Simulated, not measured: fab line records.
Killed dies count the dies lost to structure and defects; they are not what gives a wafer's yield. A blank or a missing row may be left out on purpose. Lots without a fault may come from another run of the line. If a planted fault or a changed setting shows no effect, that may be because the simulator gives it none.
A struck lot beside a sound one + flow berkeley_cmos170 + 33 out of 331 route steps
Sound: wafers L781.2, L781.3, L781.6. Wafers L778.3, L778.5, L778.6 were the ones struck. At the end, the cause is stated.
Per side, at each step with rows, come the tool, then ch with its chambers, and then its first start. Under that, the readings that differ: sound wafers + struck wafers + difference of the means + sigmas: that difference in standard deviations of wafers without a fault.
alike: readings whose means differ by less than 2 such deviations, and words and numbers that are the same on both sides. not compared: withheld readings, readings that some wafer has no value for, bounds like >300 that may hide the same value, and numbers for which the record gives no deviation and whose values overlap.
Wherever a step has rows on one side only, a row that says differs or no value, or a row with sigmas, the two part there. When numbers do not overlap yet have no deviation, they are printed without sigmas and do not part them. Lack of a reading on every wafer of one side parts them only where that side has two or more wafers.

first, 3 steps without rows for these wafers: UCB170_FIELD_WET_ETCH_04 (etches SiO2 in dHF, time 60 s); UCB170_FIELD_WET_ETCH_05 (etches Si3N4 in H3PO4, time 12600 s); UCB170_FIELD_WET_ETCH_06 (etches SiO2 in BOE, time 22 s).
UCB170_FIELD_THK_MEAS_90:
  struck on film_metro-02, day 7 22:43; sound on film_metro-02, day 8 06:48
  alike: FIELD_OXIDE_LEFT_1_THK
then, 2 steps without rows for these wafers: UCB170_SACOX_CLEAN_00 (cleans in dHF, time 7.5 s); UCB170_SACOX_OXIDATION_01 (target thk 14.4 nm, ox time 2400 s).
UCB170_SACOX_THK_MEAS_02:
  struck on film_metro-03, day 8 01:56; sound on film_metro-03, day 8 08:38
  alike: SACOX_OXIDE_THK
then, 2 steps without rows for these wafers: UCB170_SCREENOX_WET_ETCH_00 (etches SiO2 in dHF, time 200 s); UCB170_SCREENOX_OXIDATION_01 (target thk 14.4 nm, ox time 2400 s).
UCB170_SCREENOX_THK_MEAS_02:
  struck on film_metro-03, day 8 05:43; sound on film_metro-03, day 8 15:34
  alike: SCREENOX_OXIDE_THK
then, 2 steps without rows for these wafers: UCB170_SCREENOX_ANNEAL_03 (time 900 s); UCB170_NVT_HMDS_00 (prime time 60 s).
UCB170_NVT_COAT_01: resist thk 900 nm.
  struck on litho_track-04, day 8 12:25; sound on litho_track-04 ch 0, day 8 20:49
  no value came back on the struck wafers for chill_plate_temp_C (C), dispense_pressure_kPa (kPa), exhaust_pa (Pa); on the sound wafers chill_plate_temp_C (C) reads 23.03 22.97 23.05
then, 4 steps without rows for these wafers: UCB170_NVT_SOFTBAKE_02 (time 60 s); UCB170_NVT_EXPOSE_03 (exposes mask PWELL, target cd 3000 nm); UCB170_NVT_PEB_04; UCB170_NVT_DEVELOP_05 (develop time 45 s).
UCB170_NVT_OVL_MEAS_06:
  struck on overlay-02, day 8 13:37; sound on overlay-01, day 8 21:41
| reading      | sound  | struck | difference                    | sigmas |
|--------------|--------|--------|-------------------------------|--------|
| NVT_OVL (nm) | 7 -2 4 | - - -  | no value on the struck wafers |        |
then, 1 step without rows for these wafers: UCB170_NVT_IMPLANT_07.
UCB170_NVT_STRIP_08: strips in O2.
  sound on plasma_asher-02 ch 0,1, day 8 21:52; struck on plasma_asher-02 ch 0,1, day 8 13:50
  no value came back on the struck wafers for oes_product_au (a.u.), strip_time_to_endpoint_s (s); on the sound wafers oes_product_au (a.u.) reads 0.736 0.727 0.740
  alike: drypump_motor_current_A
  not compared: rf_hours_counter_h
UCB170_NVT_TW_MEAS_09:
  struck on film_metro-03, day 8 13:55; sound on film_metro-04, day 8 21:58
| reading | sound       | struck      | difference | sigmas |
|---------|-------------|-------------|------------|--------|
| NVT_TW  | 528 532 531 | 519 517 521 | -11        | -2     |
then, 3 steps without rows for these wafers: UCB170_NVT_CLEAN_10 (cleans in SPM, time 600 s); UCB170_PVT_HMDS_00 (prime time 60 s); UCB170_PVT_COAT_01 (resist thk 900 nm).
UCB170_PVT_SOFTBAKE_02: time 62.52 s.
  sound on litho_track-04 ch 0, day 8 22:31; struck on litho_track-03 ch 0, day 8 14:58
  alike: exhaust_pa, plate_sensor_t_centre_C, plate_sensor_t_edge_C
then, 3 steps without rows for these wafers: UCB170_PVT_EXPOSE_03 (exposes mask NWELL, target cd 3000 nm); UCB170_PVT_PEB_04; UCB170_PVT_DEVELOP_05 (develop time 45 s).
UCB170_PVT_OVL_MEAS_06:
  struck on overlay-02, day 8 15:55; sound on overlay-02, day 8 23:14
  alike: PVT_OVL
then, 1 step without rows for these wafers: UCB170_PVT_IMPLANT_07.
UCB170_PVT_STRIP_08: strips in O2.
  sound on plasma_asher-01 ch 0,1, day 8 23:25; struck on plasma_asher-01 ch 0,1, day 8 16:07
  alike: drypump_motor_current_A, oes_product_au, strip_time_to_endpoint_s
  not compared: rf_hours_counter_h
UCB170_PVT_TW_MEAS_09:
  struck on film_metro-04, day 8 16:13; sound on film_metro-01, day 8 23:32
| reading | sound       | struck      | difference | sigmas |
|---------|-------------|-------------|------------|--------|
| PVT_TW  | 506 506 505 | 649 647 646 | +142       | +27    |
then, 1 step without rows for these wafers: UCB170_GATE_WET_ETCH_00 (etches SiO2 in dHF, time 200 s).

WHERE THEY PART
Earliest at UCB170_NVT_COAT_01; latest, in this record, at UCB170_PVT_TW_MEAS_09.

WHY: whatever the simulator had introduced
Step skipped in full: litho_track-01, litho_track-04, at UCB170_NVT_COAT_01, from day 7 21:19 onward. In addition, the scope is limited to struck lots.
